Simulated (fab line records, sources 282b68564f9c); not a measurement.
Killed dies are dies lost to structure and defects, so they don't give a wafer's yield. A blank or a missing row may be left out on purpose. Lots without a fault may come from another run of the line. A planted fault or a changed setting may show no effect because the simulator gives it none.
Which tool did it? | flow rit_cmos | 15 lots, 45 wafers sampled, at 3 steps of a route of 202

WHAT THE GAUGES READ, wafer by wafer
RIT_NRETRO_OVL_MEAS_06.
lot  | measured    | on         | NRETRO_OVL (nm)
L488 | day 2 10:28 | overlay-01 | -1.5 -1.1 -0.3
L489 | day 2 14:23 | overlay-02 | -1.2 -0.2 0.3
L491 | day 2 22:49 | overlay-01 | 1.0 0.3 0.5
L492 | day 3 03:26 | overlay-02 | 1.0 0.1 -0.8
L493 | day 3 08:31 | overlay-02 | -2.4 -2.3 -1.8
L494 | day 3 13:34 | overlay-01 | -1.4 -3.0 -1.5
L495 | day 3 18:29 | overlay-01 | 0.0 -2.6 -2.1
L497 | day 4 06:16 | overlay-01 | 1.0 1.0 -1.0
L498 | day 4 11:13 | overlay-01 | -1.1 -0.7 -0.8
L499 | day 4 17:09 | overlay-01 | -2.8 -2.1 -2.6
L500 | day 4 21:33 | overlay-01 | -2.4 -4.1 -2.5
L506 | day 6 03:55 | overlay-01 | -2.1 -0.8 -2.9
L508 | day 6 15:01 | overlay-01 | - - -
L509 | day 6 19:23 | overlay-01 | - - -
L510 | day 6 21:14 | overlay-01 | - - -

RIT_PRETRO_TW_MEAS_10.
lot  | measured    | on            | PRETRO_TW
L488 | day 2 12:49 | film_metro-02 | 472.3 471.2 471.7
L489 | day 2 16:44 | film_metro-02 | 472.8 471.9 473.2
L491 | day 3 01:10 | film_metro-01 | 473.2 471.4 473.5
L492 | day 3 05:37 | film_metro-02 | 476.7 476.4 475.2
L493 | day 3 10:48 | film_metro-01 | 471.3 473.1 474.0
L494 | day 3 15:43 | film_metro-02 | 475.8 473.6 476.1
L495 | day 3 20:40 | film_metro-03 | 472.9 471.4 471.0
L497 | day 4 08:34 | film_metro-01 | 470.8 470.1 470.3
L498 | day 4 13:31 | film_metro-01 | 468.7 468.0 470.8
L499 | day 4 19:26 | film_metro-03 | 475.9 476.2 474.1
L500 | day 4 23:51 | film_metro-03 | 470.4 472.5 472.8
L506 | day 6 06:13 | film_metro-01 | 471.6 471.2 469.9
L508 | day 6 17:10 | film_metro-03 | 1063.4 1066.1 1065.5
L509 | day 6 21:33 | film_metro-03 | 1065.7 1070.3 1073.2
L510 | day 6 23:32 | film_metro-03 | 1072.4 1074.6 1079.6

WHICH TOOL RAN EACH LOT (tool, then ch and the chambers of the sampled wafers, then the start)
lot  | RIT_NRETRO_COAT_01
L488 | litho_track-02 ch 0, day 2 09:37
L489 | litho_track-03 ch 0, day 2 13:32
L491 | litho_track-02 ch 0, day 2 22:05
L492 | litho_track-03 ch 0, day 3 02:37
L493 | litho_track-02 ch 0, day 3 07:40
L494 | litho_track-02 ch 0, day 3 12:41
L495 | litho_track-03 ch 0, day 3 17:48
L497 | litho_track-04 ch 0, day 4 05:32
L498 | litho_track-03 ch 0, day 4 10:17
L499 | litho_track-04 ch 0, day 4 16:18
L500 | litho_track-04 ch 0, day 4 20:45
L506 | litho_track-02 ch 0, day 6 03:04
L508 | litho_track-02, day 6 14:06
L509 | litho_track-03, day 6 18:32
L510 | litho_track-04, day 6 20:31
- RIT_NRETRO_COAT_01: resist thk 1300 nm.

WHAT THE TOOLS THEMSELVES READ (means of the sampled wafers that have a number; where no wafer has one, the mark that the record gives instead)
RIT_NRETRO_COAT_01.
lot  | tool           | chill_plate_temp_C (C) | dispense_pressure_kPa (kPa)
L488 | litho_track-02 | 23.10                  | 50.7
L489 | litho_track-03 | 23.06                  | 52.8
L491 | litho_track-02 | 22.81                  | 50.6
L492 | litho_track-03 | 23.07                  | 52.8
L493 | litho_track-02 | 23.04                  | 50.6
L494 | litho_track-02 | 23.15                  | 50.6
L495 | litho_track-03 | 23.04                  | 52.8
L497 | litho_track-04 | 22.99                  | 48.2
L498 | litho_track-03 | 22.93                  | 52.8
L499 | litho_track-04 | 22.90                  | 48.2
L500 | litho_track-04 | 23.05                  | 48.2
L506 | litho_track-02 | 23.01                  | 50.7
L508 | litho_track-02 | -                      | -
L509 | litho_track-03 | -                      | -
L510 | litho_track-04 | -                      | -

THE ANSWER, worked out from the rows above alone
Rule: what is usual is taken from the lots themselves. Put in order of their means at a reading, lots are off if they are a third of the lots or fewer, leave a main group of 4 or more, and stand apart from it by a gap of 3 or more times the standard deviation of the main group's means; of several such gaps the widest counts. A main group whose means are all the same, to the digits that the tables above print for the reading, isn't used. A lot without any number at a reading at which 4 lots or more have one is off too. The other lots that the step has rows for count as sound. The gauges are gone through in route order, then the tools' own readings, and for those a lot's mean is taken as printed above. The first step at which some lot is off is used, and at that step the reading that is off furthest; a lot without a number counts as furthest.
Off: L508, L509, L510, at RIT_NRETRO_OVL_MEAS_06 (NRETRO_OVL). Without a number there: L508, L509, L510. The main group: mean -1.2 nm, standard deviation 1.1.
A tool fits if, at a process step before that reading, it ran every lot that is off, and no sound lot after the first of them. The gauges at RIT_NRETRO_OVL_MEAS_06 aren't tried: what is off there is off at RIT_PRETRO_TW_MEAS_10 too, on other tools, and a gauge's error can't cause that. None of those tried fits.

WHAT THE SIMULATOR HAD PUT IN
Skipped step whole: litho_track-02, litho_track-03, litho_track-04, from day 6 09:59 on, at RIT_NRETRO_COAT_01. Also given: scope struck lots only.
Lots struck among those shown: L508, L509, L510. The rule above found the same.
